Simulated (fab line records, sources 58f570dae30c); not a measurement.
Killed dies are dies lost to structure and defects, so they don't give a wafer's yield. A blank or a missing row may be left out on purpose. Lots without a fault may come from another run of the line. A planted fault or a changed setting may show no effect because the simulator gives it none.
Which tool did it? | flow berkeley_cmos170 | 7 lots, 21 wafers sampled, at 3 steps of a route of 331

WHAT THE GAUGES READ, wafer by wafer
UCB170_M2_OVL_MEAS_16.
lot  | measured     | on         | M2_OVL (nm)
L955 | day 8 08:14  | overlay-01 | -14 -12 -9
L958 | day 9 04:47  | overlay-02 | -5 -7 -6
L962 | day 9 07:37  | overlay-02 | -8 -12 -11
L960 | day 9 12:46  | overlay-02 | -3 -10 -4
L970 | day 11 03:59 | overlay-02 | -2 1 -3
L975 | day 12 04:12 | overlay-02 | 2 -1 -1
L977 | day 12 19:43 | overlay-01 | 4 2 6

WHICH TOOL RAN EACH LOT (tool, then ch and the chambers of the sampled wafers, then the start)
lot  | UCB170_BACKSIDE_STRIP_03             | UCB170_SDANNEAL_RTA_01
L955 | plasma_asher-01 ch 0,1, day 7 09:41  | rtp_anneal-01 ch 0, day 7 10:02
L958 | plasma_asher-02 ch 1, day 8 03:38    | rtp_anneal-01 ch 0, day 8 04:45
L962 | plasma_asher-01 ch 0,1, day 8 13:01  | rtp_anneal-01 ch 0, day 8 13:53
L960 | plasma_asher-01 ch 0,1, day 8 17:13  | rtp_anneal-02 ch 0, day 8 18:02
L970 | plasma_asher-04 ch 0,1, day 10 08:03 | rtp_anneal-01 ch 0, day 10 08:25
L975 | plasma_asher-02 ch 0,1, day 11 09:26 | rtp_anneal-02 ch 0, day 11 09:47
L977 | plasma_asher-04 ch 0,1, day 11 23:01 | rtp_anneal-02 ch 0, day 11 23:22
- UCB170_BACKSIDE_STRIP_03: strips in O2.
- UCB170_SDANNEAL_RTA_01: time 5 s.

THE ANSWER, worked out from the rows above alone
Rule: what is usual is taken from the lots themselves. Put in order of their means at a reading, lots are off if they are a third of the lots or fewer, leave a main group of 4 or more, and stand apart from it by a gap of 3 or more times the standard deviation of the main group's means; of several such gaps the widest counts. A main group whose means are all the same, to the digits that the tables above print for the reading, isn't used. A lot without any number at a reading at which 4 lots or more have one is off too. The other lots that the step has rows for count as sound.
No lot is off at any reading shown: from this, nothing can be told.

WHAT THE SIMULATOR HAD PUT IN
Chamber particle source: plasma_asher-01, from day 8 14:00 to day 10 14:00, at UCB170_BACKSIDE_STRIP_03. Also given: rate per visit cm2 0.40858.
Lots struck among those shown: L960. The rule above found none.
